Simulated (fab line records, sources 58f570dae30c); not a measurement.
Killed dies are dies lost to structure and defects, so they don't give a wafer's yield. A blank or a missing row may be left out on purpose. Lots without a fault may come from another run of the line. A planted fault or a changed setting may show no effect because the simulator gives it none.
A struck lot beside a sound one | flow berkeley_cmos170 | 17 steps out of a route of 331
Sound: wafers L891.3, L891.4, L891.5. Struck: wafers L898.1, L898.3, L898.5. The cause comes at the end.
At each step with rows: each side's tool, then ch and its chambers, then its first start. Under that, the readings that differ: sound wafers | struck wafers | difference of the means | sigmas: that difference in standard deviations of wafers without a fault.
alike: readings whose means differ by less than 2 such deviations, and words and numbers that are the same on both sides. not compared: withheld readings, readings that some wafer has no value for, bounds like >300 that may hide the same value, and numbers for which the record gives no deviation and whose values overlap.
The two part at a step that has a row with sigmas, a row that says differs or no value, or rows on one side only. Numbers that don't overlap but have no deviation are shown without sigmas and don't part them. A reading that every wafer of one side lacks parts them only if that side has two wafers or more.

first, 1 step without rows for these wafers: UCB170_M3_SOFTBAKE_06 (time 60 s).
UCB170_M3_STRIP_07: strips in O2.
  sound on plasma_asher-01 ch 0,1, day 8 22:11; struck on plasma_asher-02 ch 1, day 10 16:46
  alike: drypump_motor_current_A, oes_product_au, strip_time_to_endpoint_s
  not compared: rf_hours_counter_h
then, 7 steps without rows for these wafers: UCB170_M3_STRIP_08 (strips KrF in DMSO, time 600 s); UCB170_M3_COAT_09; UCB170_M3_COAT_10 (resist thk 900 nm); UCB170_M3_SOFTBAKE_11 (time 60 s); UCB170_M3_EXPOSE_12 (exposes mask METAL3, target cd 700 nm); UCB170_M3_PEB_13; UCB170_M3_DEVELOP_14 (develop time 45 s).
UCB170_M3_CD_MEAS_15: target cd 700 nm.
  sound on cd_sem-02, day 8 23:26; struck on cd_sem-01, day 10 19:13
  alike: cd_nm
UCB170_M3_OVL_MEAS_16:
  sound on overlay-01, day 8 23:32; struck on overlay-02, day 10 19:20
  alike: M3_OVL
UCB170_M3_ETCH_17: etches BARC in N2/H2.
  sound on rie_diel-01 ch 1,3, day 8 23:33; struck on rie_diel-04 ch 1,2,3, day 10 19:23
  alike: drypump_motor_current_A, n2_flow_sccm, oes_product_au, throttle_valve_pct
UCB170_M3_METAL_ETCH_18: etches Al in Cl2/BCl3, stops on SiO2, target depth 1170 nm, time 195 s.
  sound on rie_metal-03 ch 0,1, day 8 23:40; struck on rie_metal-01 ch 0,1, day 10 19:25
  reading                             | sound             | struck            | difference | sigmas
  oes_product_au (a.u.)               | 0.852 0.849 0.857 | 0.815 0.810 0.809 | -0.041     | -3
  model.KrF_of_M3_COAT_10.thk_nm (nm) | 257 218.5 217.1   | 379.3 408 412     | +168.9     |
  model.M3.feature_depth_nm (nm)      | 980.4 971.8 983.6 | 878.2 825.7 825.4 | -135.5     |
  model.etch.depth_nm (nm)            | 928.3 916.3 928.2 | 878.2 825.7 825.4 | -81.2      |
  alike: drypump_motor_current_A, he_backside_leak_sccm, throttle_valve_pct
  not compared: rf_hours_counter_h
UCB170_M3_STRIP_19: strips in O2.
  sound on plasma_asher-04 ch 0,1, day 8 23:49; struck on plasma_asher-02 ch 0,1, day 10 19:37
  reading               | sound             | struck            | difference | sigmas
  oes_product_au (a.u.) | 0.587 0.549 0.554 | 0.707 0.720 0.714 | +0.150     | +6
  alike: drypump_motor_current_A
  not compared: rf_hours_counter_h
UCB170_M3_CD_MEAS_90: target cd 700 nm.
  sound on cd_sem-02, day 8 23:55; struck on cd_sem-01, day 10 19:43
  alike: cd_nm
UCB170_M3_BOW_MEAS_20:
  sound on film_metro-02, day 9 00:02; struck on film_metro-02, day 10 19:50
  alike: M3_BOW
UCB170_M3_PROBE_99:
  sound on prober-01, day 9 00:13; struck on prober-02, day 10 19:57
  reading                           | sound | struck | difference | sigmas
  model.etest.antenna_m2.over_limit | 0 0 0 | 1 1 1  | +1         |
  model.etest.antenna_m2.short      | 0 0 0 | 1 1 1  | +1         |
  model.etest.antenna_m3.short      | 0 0 0 | 1 1 1  | +1         |
  model.etest.antenna_m3.over_limit | 0 0 0 | 1 1 1  | +1         |

WHERE THEY PART
First at UCB170_M3_METAL_ETCH_18; last, within this record, at UCB170_M3_STRIP_19. Later steps at which nothing parts them and some readings are alike: UCB170_M3_CD_MEAS_90, UCB170_M3_BOW_MEAS_20.

WHY: what the simulator had put in
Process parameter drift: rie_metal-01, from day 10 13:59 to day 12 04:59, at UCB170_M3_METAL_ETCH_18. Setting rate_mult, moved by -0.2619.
